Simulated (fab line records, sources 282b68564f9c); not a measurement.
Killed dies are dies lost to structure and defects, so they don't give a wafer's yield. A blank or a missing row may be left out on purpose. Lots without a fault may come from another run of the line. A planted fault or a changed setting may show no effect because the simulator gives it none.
Problem report in the 8D (eight disciplines) form, filled by code | flow rit_cmos | the parts of the form that need people (team, actions taken, sign-off) are left out

1. THE PROBLEM
PSD_RS at RIT_SDANNEAL_RS_MEAS_04 reads a mean of 93.2 ohm/sq on 6 wafers of 2 lots; wafers without a fault read 114.9 ohm/sq with a standard deviation of 0.31. That is -70 standard deviations from the usual mean.
The step: measures by four-point-probe.
First seen on wafer L361.3, day 6 02:13, on film_metro-04. The record holds 42 wafers of 14 lots with a number at this step. Rule for "out", or "out of limits": more than 4 standard deviations from the usual mean. The other wafers with a number count as sound.

2. WHAT IT IS AND WHAT IT IS NOT
question                    | is                           | is not
which readings at this step | PSD_RS                       | -
which lots                  | L361, L363                   | L347, L349, L350, L351, L352, L353, L355, L356, L357, L358, L359, L370
which wafers of those lots  | all that have a number       | -
read on which gauges        | film_metro-02, film_metro-04 | film_metro-03
when                        | from day 6 02:13             | up to then (33 sound wafers); but 3 sound wafers of L370 came after

3. SUSPECTS, AND WHAT RULES EACH OUT
Counting: a tool at a process step up to the reading stays a suspect if it ran every lot that is out and no sound lot after the first of them.
- the gauge at RIT_SDANNEAL_RS_MEAS_04: ruled out. The wafers that are out were read on 2 gauges (film_metro-02, film_metro-04).
- rtp_anneal-02 at RIT_SDANNEAL_RTA_03 (time 5 s): kept. It ran every lot that is out, first L361 (day 6 02:08), and no sound lot after that; its last sound lot up to then is L359 (day 5 13:52). Its own readings are out on those wafers: wafer_temp_C_max.
Left after counting: rtp_anneal-02 at RIT_SDANNEAL_RTA_03.

4. THE CAUSE (what the simulator had put in)
Process parameter drift: rtp_anneal-02, from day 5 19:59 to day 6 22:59, at RIT_SDANNEAL_RTA_03. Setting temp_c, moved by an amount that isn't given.
Counting left only this tool.

5. THE CHAIN OF EFFECTS, in route order
Each row: a reading whose mean over the struck wafers that have a number lies more than 3 standard deviations from the usual. Only readings for which the record gives a usual standard deviation are gone through. hours: the time from each lot's start at the first step in this table that gives one to its start at this step, as a median over the lots. sigmas: the change in usual standard deviations.
hours | step                    | reading          | usual        | on struck wafers | change | sigmas
0     | RIT_SDANNEAL_RTA_03     | wafer_temp_C_max | 1053.3       | 1086.0           | +32.8  | +30
0     | RIT_SDANNEAL_RS_MEAS_04 | PSD_RS           | 114.9 ohm/sq | 93.2             | -21.7  | -70
0     | RIT_SDANNEAL_RS_MEAS_05 | NSD_RS           | 84.52 ohm/sq | 83.35            | -1.17  | -4.3
0     | RIT_SDANNEAL_RS_MEAS_06 | PLDD_RS          | 179.2 ohm/sq | 159.9            | -19.3  | -39
The process steps in it:
- RIT_SDANNEAL_RTA_03: time 5 s.

6. WHAT WOULD HAVE CAUGHT IT SOONER
In this record the first reading out of limits at a measuring or inspecting step was taken at day 6 02:13, 6 hours after the fault began at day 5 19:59.
The tool's own readings at RIT_SDANNEAL_RTA_03 were out on every struck wafer that the step has a row for (wafer_temp_C_max): an alarm limit on them would have fired on the first of those.
Of the lots that are out (2), L363 began RIT_SDANNEAL_RTA_03 on rtp_anneal-02 after day 6 02:13. A hold on the tool at that time would have spared it.
